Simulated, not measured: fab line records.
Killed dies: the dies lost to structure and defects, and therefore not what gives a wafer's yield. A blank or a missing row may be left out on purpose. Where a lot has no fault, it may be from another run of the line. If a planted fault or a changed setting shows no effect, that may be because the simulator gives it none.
Lot-split experiment :: flow ritCmos :: on a route of 202 steps: 5 lots, 23 wafers read

## ON THE SPLIT
At RIT_NSD_SOFTBAKE_02 (time 60 s), the setting tempC was moved away from the recipe's 90 C on 9 of the 23 wafers read, by -1.1% to +4.1%. The other wafers ran this setting at the recipe's value.

## FROM THE SPLIT TO THE READING: what the file shows between them, 2 steps
- RIT_NSD_EXPOSE_03: exposes mask M9, target cd 40700 nm
- RIT_NSD_PEB_04

## THE READING
NOVOLAK_of_NSD_COAT_01.thkNm (the simulator's own value, which no gauge read), in nm, at RIT_NSD_DEVELOP_05 (develop time 50 s). The file does not state a usual value for it. Across the 14 wafers here that went through the recipe, the average is 1001.5 nm and the standard deviation 1.5 nm.

wafer: L076.1
tool, chamber at the split: lithoTrack-02, 0
tempC as run, C: 90
against the recipe: recipe
NOVOLAK_of_NSD_COAT_01.thkNm, nm: 1003
against lot-mates on the recipe: -

wafer: L076.3
tool, chamber at the split: lithoTrack-02, 0
tempC as run, C: 90
against the recipe: recipe
NOVOLAK_of_NSD_COAT_01.thkNm, nm: 1003
against lot-mates on the recipe: -

wafer: L076.6
tool, chamber at the split: lithoTrack-02, 0
tempC as run, C: 90
against the recipe: recipe
NOVOLAK_of_NSD_COAT_01.thkNm, nm: 1000
against lot-mates on the recipe: -

wafer: L077.1
tool, chamber at the split: lithoTrack-04, 0
tempC as run, C: 89.05
against the recipe: -1.1%
NOVOLAK_of_NSD_COAT_01.thkNm, nm: 1001
against lot-mates on the recipe: +1.1

wafer: L077.3
tool, chamber at the split: lithoTrack-04, 0
tempC as run, C: 89.05
against the recipe: -1.1%
NOVOLAK_of_NSD_COAT_01.thkNm, nm: 1005
against lot-mates on the recipe: +5.1

wafer: L077.4
tool, chamber at the split: lithoTrack-04, 0
tempC as run, C: 90
against the recipe: recipe
NOVOLAK_of_NSD_COAT_01.thkNm, nm: 1002
against lot-mates on the recipe: -

wafer: L077.5
tool, chamber at the split: lithoTrack-04, 0
tempC as run, C: 90
against the recipe: recipe
NOVOLAK_of_NSD_COAT_01.thkNm, nm: 997.8
against lot-mates on the recipe: -

wafer: L077.6
tool, chamber at the split: lithoTrack-04, 0
tempC as run, C: 90
against the recipe: recipe
NOVOLAK_of_NSD_COAT_01.thkNm, nm: 1000
against lot-mates on the recipe: -

wafer: L078.1
tool, chamber at the split: lithoTrack-02, 0
tempC as run, C: 93.72
against the recipe: +4.1%
NOVOLAK_of_NSD_COAT_01.thkNm, nm: 992.8
against lot-mates on the recipe: -8.2

wafer: L078.2
tool, chamber at the split: lithoTrack-02, 0
tempC as run, C: 90
against the recipe: recipe
NOVOLAK_of_NSD_COAT_01.thkNm, nm: 1002
against lot-mates on the recipe: -

wafer: L078.3
tool, chamber at the split: lithoTrack-02, 0
tempC as run, C: 90
against the recipe: recipe
NOVOLAK_of_NSD_COAT_01.thkNm, nm: 1000
against lot-mates on the recipe: -

wafer: L078.4
tool, chamber at the split: lithoTrack-02, 0
tempC as run, C: 90
against the recipe: recipe
NOVOLAK_of_NSD_COAT_01.thkNm, nm: 1001
against lot-mates on the recipe: -

wafer: L078.5
tool, chamber at the split: lithoTrack-02, 0
tempC as run, C: 93.72
against the recipe: +4.1%
NOVOLAK_of_NSD_COAT_01.thkNm, nm: 990.2
against lot-mates on the recipe: -10.8

wafer: L080.1
tool, chamber at the split: lithoTrack-02, 0
tempC as run, C: 91.53
against the recipe: +1.7%
NOVOLAK_of_NSD_COAT_01.thkNm, nm: 998.1
against lot-mates on the recipe: -4.4

wafer: L080.2
tool, chamber at the split: lithoTrack-02, 0
tempC as run, C: 91.53
against the recipe: +1.7%
NOVOLAK_of_NSD_COAT_01.thkNm, nm: 998.9
against lot-mates on the recipe: -3.6

wafer: L080.3
tool, chamber at the split: lithoTrack-02, 0
tempC as run, C: 91.53
against the recipe: +1.7%
NOVOLAK_of_NSD_COAT_01.thkNm, nm: 1002
against lot-mates on the recipe: -0.5

wafer: L080.5
tool, chamber at the split: lithoTrack-02, 0
tempC as run, C: 90
against the recipe: recipe
NOVOLAK_of_NSD_COAT_01.thkNm, nm: 1002
against lot-mates on the recipe: -

wafer: L080.6
tool, chamber at the split: lithoTrack-02, 0
tempC as run, C: 90
against the recipe: recipe
NOVOLAK_of_NSD_COAT_01.thkNm, nm: 1003
against lot-mates on the recipe: -

wafer: L084.1
tool, chamber at the split: lithoTrack-02, 0
tempC as run, C: 90
against the recipe: recipe
NOVOLAK_of_NSD_COAT_01.thkNm, nm: 1003
against lot-mates on the recipe: -

wafer: L084.5
tool, chamber at the split: lithoTrack-02, 0
tempC as run, C: 90
against the recipe: recipe
NOVOLAK_of_NSD_COAT_01.thkNm, nm: 1003
against lot-mates on the recipe: -

wafer: L084.2
tool, chamber at the split: lithoTrack-02, 0
tempC as run, C: 93.06
against the recipe: +3.4%
NOVOLAK_of_NSD_COAT_01.thkNm, nm: 995.4
against lot-mates on the recipe: -6.9

wafer: L084.3
tool, chamber at the split: lithoTrack-02, 0
tempC as run, C: 93.06
against the recipe: +3.4%
NOVOLAK_of_NSD_COAT_01.thkNm, nm: 995.4
against lot-mates on the recipe: -6.9

wafer: L084.4
tool, chamber at the split: lithoTrack-02, 0
tempC as run, C: 90
against the recipe: recipe
NOVOLAK_of_NSD_COAT_01.thkNm, nm: 1001
against lot-mates on the recipe: -

THE FIT
A straight line over all 23 wafers: NOVOLAK_of_NSD_COAT_01.thkNm changes by -2.02 nm for each +1% of tempC; r = -0.87; the points scatter about the line by 1.8 nm.
The same after taking each lot's own level away (the mean of its wafers on the recipe; 23 wafers): -2.2 nm for each +1%; r = -0.93; scatter 1.4 nm.
The reading moves by 9.1 nm for the largest change in tempC, on that fit.
Across the lots, their own levels run from 999.93 to 1002.50 nm, a range of 1.7 times the standard deviation given above.
The two slopes agree, so the slope changes little with the lot-to-lot level.
Check: for one of the wafers moved furthest among these (+4.1%), held out of the fit, the line's prediction against its lot-mates is -9.14 nm. Against them it came out at -8.2 nm.

## THE WHOLE CHAIN: every reading that the file lists as answering this split, in the file's order
step: RIT_NSD_SOFTBAKE_02
what it does: time 60 s
reading: NOVOLAK_of_NSD_COAT_01.thkNm (the simulator's own value, which no gauge read)
change (the file's fit): -2.12 nm for each +1% of the setting
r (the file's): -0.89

step: RIT_NSD_DEVELOP_05
what it does: develop time 50 s
reading: NOVOLAK_of_NSD_COAT_01.thkNm (the simulator's own value, which no gauge read)
change (the file's fit): -2.2 nm for each +1% of the setting
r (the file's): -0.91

## THE FILE'S OWN FIT
NOVOLAK_of_NSD_COAT_01.thkNm changes by -2.2 nm for each +1% of tempC, r = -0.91.
